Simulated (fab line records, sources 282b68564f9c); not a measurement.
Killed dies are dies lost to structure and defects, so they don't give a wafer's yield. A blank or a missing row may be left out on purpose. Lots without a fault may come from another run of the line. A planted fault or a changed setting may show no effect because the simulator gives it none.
Which tool did it? | flow rit_cmos | 13 lots, 39 wafers sampled, at 2 steps of a route of 202

WHAT THE GAUGES READ, wafer by wafer
The record holds no reading of a measuring or inspecting step that can be judged against a usual standard deviation.

WHICH TOOL RAN EACH LOT (tool, then ch and the chambers of the sampled wafers, then the start)
lot  | RIT_SILICIDE_SPUTTER_01     | RIT_M1_PROBE_99
L792 | pvd_sputter-03, day 3 12:32 | -
L793 | pvd_sputter-04, day 3 22:39 | -
L795 | pvd_sputter-04, day 4 07:45 | -
L796 | pvd_sputter-01, day 4 12:49 | -
L798 | pvd_sputter-01, day 5 01:34 | -
L799 | pvd_sputter-03, day 5 04:19 | -
L805 | pvd_sputter-04, day 6 07:47 | -
L806 | pvd_sputter-03, day 6 10:22 | -
L807 | pvd_sputter-01, day 6 13:06 | -
L811 | pvd_sputter-03, day 7 10:48 | prober-01, day 7 17:46
L812 | pvd_sputter-04, day 7 15:33 | -
L813 | pvd_sputter-01, day 7 17:44 | -
L814 | pvd_sputter-04, day 7 22:57 | -
- RIT_SILICIDE_SPUTTER_01: material Ti, target thk 30 nm, time 240 s.
- RIT_M1_PROBE_99

WHAT THE TOOLS THEMSELVES READ (means of the sampled wafers that have a number; where no wafer has one, the mark that the record gives instead)
RIT_SILICIDE_SPUTTER_01.
lot  | tool           | throttle_valve_pct (%)
L792 | pvd_sputter-03 | 31.5
L793 | pvd_sputter-04 | 29.0
L795 | pvd_sputter-04 | 28.7
L796 | pvd_sputter-01 | 30.6
L798 | pvd_sputter-01 | 30.3
L799 | pvd_sputter-03 | 30.7
L805 | pvd_sputter-04 | 29.1
L806 | pvd_sputter-03 | 30.6
L807 | pvd_sputter-01 | 31.3
L811 | pvd_sputter-03 | 30.5
L812 | pvd_sputter-04 | 28.8
L813 | pvd_sputter-01 | 31.4
L814 | pvd_sputter-04 | 28.6

RIT_M1_PROBE_99.
lot  | tool      | killed_at_contacts | killed_at_front_end | killed_dies | killed_on_rim | killed_open | killed_short
L811 | prober-01 | 0.0                | 13                  | 13          | 5.7           | 3.3         | 4.0

THE ANSWER, worked out from the rows above alone
Rule: what is usual is taken from the lots themselves. Put in order of their means at a reading, lots are off if they are a third of the lots or fewer, leave a main group of 4 or more, and stand apart from it by a gap of 3 or more times the standard deviation of the main group's means; of several such gaps the widest counts. A main group whose means are all the same, to the digits that the tables above print for the reading, isn't used. A lot without any number at a reading at which 4 lots or more have one is off too. The other lots that the step has rows for count as sound. The gauges are gone through in route order, then the tools' own readings, and for those a lot's mean is taken as printed above. The first step at which some lot is off is used, and at that step the reading that is off furthest; a lot without a number counts as furthest.
No lot is off at any reading shown: from this, nothing can be told.

WHAT THE SIMULATOR HAD PUT IN
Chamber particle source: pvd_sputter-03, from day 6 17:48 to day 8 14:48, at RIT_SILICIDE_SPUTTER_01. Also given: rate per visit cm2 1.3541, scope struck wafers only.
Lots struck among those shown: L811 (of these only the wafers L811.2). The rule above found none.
